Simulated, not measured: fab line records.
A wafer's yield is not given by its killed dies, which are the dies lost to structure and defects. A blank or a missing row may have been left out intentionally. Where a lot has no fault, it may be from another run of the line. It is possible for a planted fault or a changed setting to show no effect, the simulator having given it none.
Matching of chambers	flow ritCmos	RIT_SPACER_CLEAN_00 on wetBench-03 has 3 sister chambers
The step cleans in SC1, time 600 s. 14 wafers are shown with their chamber, then 4 later ones without.

## WAFERS WITH THEIR CHAMBER
wafer	chamber	runLengthS (s)
L183.1	3	631
L183.2	3	631
L183.4	3	631
L191.1	1	631
L191.2	1	631
L191.3	1	631
L192.2	3	632
L192.4	3	632
L192.5	3	632
L194.1	1	631
L194.3	1	631
L194.4	1	631
L195.1	2	632
L195.5	2	632

SIGNATURES, as means of the wafers listed above
reading	chamber 1	chamber 2	chamber 3	scatter within a chamber
runLengthS	631.00	632.00	631.50	0.369
Rule: a wafer's distance from a chamber is the root of the sum, over the readings, of the square of ((its reading less the chamber's mean) divided by the reading's scatter). The wafer belongs to the nearest chamber; if the next one is less than 2 further off, it can't be placed. The scatter: the root of (the sum of the squares of (reading less its chamber's mean) over the shown wafers, divided by (wafers less chambers)).

## WAFERS WHOSE CHAMBER IS MISSING
wafer	runLengthS (s)
L195.6	632
L200.1	624
L200.2	624
L200.3	624

## THE CHAMBER EACH PASSED THROUGH
wafer	from the rows above	in truth
L195.6	can't be placed: 2 or 3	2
L200.1	can't be placed: 1 or 3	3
L200.2	can't be placed: 1 or 3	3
L200.3	can't be placed: 1 or 3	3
0 of 4 placed correctly. Cannot be placed on the basis of these rows: 4; the candidates contain the true chamber in 4. Placed wrongly: 0.
